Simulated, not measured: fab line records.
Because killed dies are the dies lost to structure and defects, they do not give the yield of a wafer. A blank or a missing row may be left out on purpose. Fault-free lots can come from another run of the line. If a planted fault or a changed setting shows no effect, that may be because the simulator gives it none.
Problem report, 8D (eight disciplines) form, completed by code | flow berkeley-cmos170 | the parts of the form that need people (team, actions taken, sign-off) are left out

1. THE PROBLEM
Wafers free of any fault read 377 nm (standard deviation 4.8) for SPACER_TEOS_THK at UCB170_SPACER_THK_MEAS_01, against a mean of 424 nm on 9 wafers of 3 lots. That puts it +9.7 standard deviations away from the usual mean.
The first sign was on wafer L650.2 at day 6 22:50, on film-metro-03. At this step, 45 wafers from 15 lots have a number in the record. By rule, "out" or "out of limits" means more than 4 standard deviations away from the usual mean. All remaining wafers that have a number are taken as sound.

2. WHAT IT IS AND WHAT IT IS NOT
question                    | is                                          | is not
which readings at this step | SPACER_TEOS_THK                             | -
which lots                  | L650, L653, L655                            | L647, L649, L651, L652, L657, L661, L662, L663, L665, L666, L668, L669
which wafers of those lots  | all that have a number                      | -
read on which gauges        | film-metro-01, film-metro-03, film-metro-04 | -
when                        | from day 6 22:50                            | up to then (9 sound wafers); but 27 sound wafers of L651, L657, L661, L662, L663, L665, L666, L668, L669 came after

3. WHAT RULES OUT EACH SUSPECT
Counting: a tool at any process step up to the reading remains a suspect when it ran all the lots that are out and ran no sound lot after the first of those.
- the gauge at UCB170_SPACER_THK_MEAS_01 is ruled out. 3 gauges (film-metro-01, film-metro-03, film-metro-04) read the wafers that are out.
- pecvd-04 at UCB170_SPACER_CVD_00 (deposits SiO2 from TEOS/O2, target thk 376 nm, time 47 s): ruled out as a lasting fault. After its first lot that is out, L650 (day 6 22:47), sound lots L669 ran on it.
Left after counting: nothing in the record.

4. THE CAUSE (what the simulator had put in)
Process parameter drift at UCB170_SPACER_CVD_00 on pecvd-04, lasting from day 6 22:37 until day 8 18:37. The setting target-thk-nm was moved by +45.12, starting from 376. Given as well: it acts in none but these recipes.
The count ruled it out by mistake, since the rule takes a fault to strike every lot its tool runs from the start of the fault on, and this one did not do so.

5. THE CHAIN OF EFFECTS, in route order
One row per reading whose mean, taken over the struck wafers that have a number, lies over 3 standard deviations from the usual. Readings are gone through only where the record gives a usual standard deviation; hours: the median, over the lots, of the time from a lot's start at the first step in this table giving one to that lot's start at this step; sigmas: the change measured in usual standard deviations.
hours | step                      | reading         | usual      | on struck wafers | change | sigmas
0     | UCB170_SPACER_THK_MEAS_01 | SPACER_TEOS_THK | 377 nm     | 424              | +47    | +9.7
2     | UCB170_SPACER_ETCHBACK_03 | oes-product-au  | 0.901 a.u. | 0.979            | +0.078 | +4.6
Process steps it contains:
- UCB170_SPACER_ETCHBACK_03: etches SiO2 in CHF3/CF4/Ar, stops on Si, target depth 376 nm, time 100 s.

6. HOW IT WOULD HAVE BEEN CAUGHT EARLIER
0 hours passed between the start of the fault at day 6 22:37 and the first reading out of limits at a measuring or inspecting step in this record, taken at day 6 22:50.
Tool readings at UCB170_SPACER_CVD_00 with a usual standard deviation given in the record: none out on any struck wafer, hence no alarm at a limit of 4 standard deviations on them.
